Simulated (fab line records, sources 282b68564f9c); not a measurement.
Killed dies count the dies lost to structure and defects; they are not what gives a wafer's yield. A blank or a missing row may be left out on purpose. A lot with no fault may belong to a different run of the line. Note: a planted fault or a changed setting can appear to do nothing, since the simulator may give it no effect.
Struck lot and sound lot, side by side + flow ritCmos + 43 out of 202 route steps
Sound: wafers L326.2, L326.3, L326.5. Wafers L340.1, L340.2, L340.5 were the ones struck. At the end, the cause is stated.
For every step that has rows: the tool of each side, followed by ch and its chambers, followed by its first start. Under that, the readings that differ: sound wafers + struck wafers + difference of the means + sigmas: that difference in standard deviations of wafers without a fault.
alike: words and numbers the same on both sides, and readings whose means are apart by under 2 such deviations; not compared: readings that were withheld, readings missing a value for some wafer, numbers with overlapping values and no deviation given by the record, and bounds like >300 which may hide the same value.
A row with sigmas, a row that says differs or no value, or rows on one side alone: a step with any of these is where the two part. When numbers do not overlap yet have no deviation, they are printed without sigmas and do not part them. Lack of a reading on every wafer of one side parts them only where that side has two or more wafers.

first, 2 steps without rows for these wafers: RIT_NSD_IMPLANT_08; RIT_NSD_STRIP_09 (strips in O2, time 180 s).
RIT_NSD_TW_MEAS_10:
  sound on filmMetro-03, day 4 04:38; struck on filmMetro-03, day 7 09:30
  alike: NSD_TW
then, 6 steps without rows for these wafers: RIT_PSD_HMDS_00 (prime time 60 s); RIT_PSD_COAT_01 (resist thk 1000 nm); RIT_PSD_SOFTBAKE_02 (time 60 s); RIT_PSD_EXPOSE_03 (exposes mask M10, target cd 40900 nm); RIT_PSD_PEB_04; RIT_PSD_DEVELOP_05 (develop time 50 s).
RIT_PSD_OVL_MEAS_06:
  sound on overlay-02, day 4 05:45; struck on overlay-01, day 7 10:35
  alike: PSD_OVL
then, 2 steps without rows for these wafers: RIT_PSD_HARDBAKE_07 (time 60 s); RIT_PSD_IMPLANT_08.
RIT_PSD_STRIP_09: strips in O2, time 180 s.
  sound on plasmaAsher-03 ch 0,1, day 4 06:05; struck on plasmaAsher-01 ch 0,1, day 7 10:56
  alike: drypumpMotorCurrentA
  not compared: rfHoursCounterH
RIT_PSD_TW_MEAS_10:
  sound on filmMetro-02, day 4 06:16; struck on filmMetro-01, day 7 11:06
  alike: PSD_TW
then, 4 steps without rows for these wafers: RIT_SDANNEAL_CLEAN_00 (cleans in SC1, time 600 s); RIT_SDANNEAL_CLEAN_01 (cleans in dHF, time 30 s); RIT_SDANNEAL_CLEAN_02 (cleans in SC2, time 600 s); RIT_SDANNEAL_RTA_03 (time 5 s).
RIT_SDANNEAL_RS_MEAS_04: measurement is done with a four-point probe.
  sound on filmMetro-02, day 4 06:46; struck on filmMetro-02, day 7 11:37
  alike: PSD_RS
RIT_SDANNEAL_RS_MEAS_05: measurement is done with a four-point probe.
  sound on filmMetro-02, day 4 06:53; struck on filmMetro-02, day 7 11:44
  alike: NSD_RS
RIT_SDANNEAL_RS_MEAS_06: measurement is done with a four-point probe.
  sound on filmMetro-02, day 4 07:00; struck on filmMetro-02, day 7 11:52
  alike: PLDD_RS
RIT_SDANNEAL_RS_MEAS_07: measurement is done with a four-point probe.
  sound on filmMetro-02, day 4 07:07; struck on filmMetro-02, day 7 11:59
  alike: NLDD_RS
then, 1 step without rows for these wafers: RIT_SILICIDE_WET_ETCH_00 (etches SiO2 in BOE, target depth 14 nm, time 15 s).
RIT_SILICIDE_SPUTTER_01: material Ti, target thk 30 nm, time 240 s.
  sound on pvdSputter-02, day 4 07:14; struck on pvdSputter-01, day 7 12:07
  alike: throttleValvePct
RIT_SILICIDE_RS_MEAS_02: measurement is done with a four-point probe.
  sound on filmMetro-04, day 4 07:25; struck on filmMetro-04, day 7 12:16
  alike: SILICIDE_TI_RS
RIT_SILICIDE_THK_MEAS_03: measures by xrf.
  sound on filmMetro-04, day 4 07:31; struck on filmMetro-04, day 7 12:23
  alike: SILICIDE_TI_THK
then, 2 steps without rows for these wafers: RIT_SILICIDE_RTA_04 (time 10 s, ramp up 5 s, ramp down 5 s); RIT_SILICIDE_WET_ETCH_05 (etches Ti in SPM, time 120 s).
RIT_SILICIDE_RTA_06: time 10 s, ramp up 5 s, ramp down 10 s.
  sound on rtpAnneal-01 ch 0, day 4 07:41; struck on rtpAnneal-01 ch 0, day 7 12:33
  alike: wafer_temp_C_max
RIT_CONTACT_CVD_00: deposits SiO2 from TEOS, target thk 400 nm, time 61 s.
  sound on pecvd-02 ch 0,1,2, day 4 07:44; struck on pecvd-03 ch 1,2, day 7 12:37
  alike: heaterPowerW
RIT_CONTACT_THK_MEAS_01:
  sound on filmMetro-03, day 4 07:48; struck on filmMetro-02, day 7 12:40
  alike: CONTACT_TEOS_THK
then, 6 steps without rows for these wafers: RIT_CONTACT_HMDS_02 (prime time 60 s); RIT_CONTACT_COAT_03 (resist thk 1000 nm); RIT_CONTACT_SOFTBAKE_04 (time 60 s); RIT_CONTACT_EXPOSE_05 (exposes mask M11, target cd 1000 nm); RIT_CONTACT_PEB_06; RIT_CONTACT_DEVELOP_07 (develop time 123.9 s).
RIT_CONTACT_CD_MEAS_08: target cd 1000 nm.
  sound on cdSem-02, day 4 08:50; struck on cdSem-01, day 7 13:49
  alike: cdNm
RIT_CONTACT_OVL_MEAS_09:
  sound on overlay-02, day 4 08:56; struck on overlay-02, day 7 13:56
  alike: CONTACT_OVL
then, 1 step without rows for these wafers: RIT_CONTACT_HARDBAKE_10 (time 60 s).
RIT_CONTACT_ETCH_11: etches SiO2 in CHF3/CF4/Ar, stops on TiSi2, target depth 480 nm, time 320 s.
  sound on rieDiel-03 ch 0,1,2, day 4 09:07; struck on rieDiel-02 ch 1,3, day 7 14:08
  alike: cf4FlowSccm, drypumpMotorCurrentA, oesProductAu, throttleValvePct
  not compared: rfHoursCounterH
RIT_CONTACT_STRIP_12: strips in O2, time 180 s.
  sound on plasmaAsher-01 ch 0,1, day 4 09:19; struck on plasmaAsher-03 ch 0,1, day 7 14:19
  alike: drypumpMotorCurrentA
  not compared: rfHoursCounterH
RIT_M1_PROBE_99:
  sound on prober-02, day 4 14:20; struck on prober-02, day 7 19:34
| reading          | sound | struck   | difference | sigmas |
|------------------|-------|----------|------------|--------|
| killedAtFrontEnd | 5 7 4 | 36 42 38 | +33        | +11    |
| killedDies       | 5 7 4 | 36 42 38 | +33        | +11    |
  alike: killedAtContacts, killedOpen, killedShort

WHERE THEY PART
RIT_M1_PROBE_99 only, going by this record.

WHY: the cause the simulator had injected
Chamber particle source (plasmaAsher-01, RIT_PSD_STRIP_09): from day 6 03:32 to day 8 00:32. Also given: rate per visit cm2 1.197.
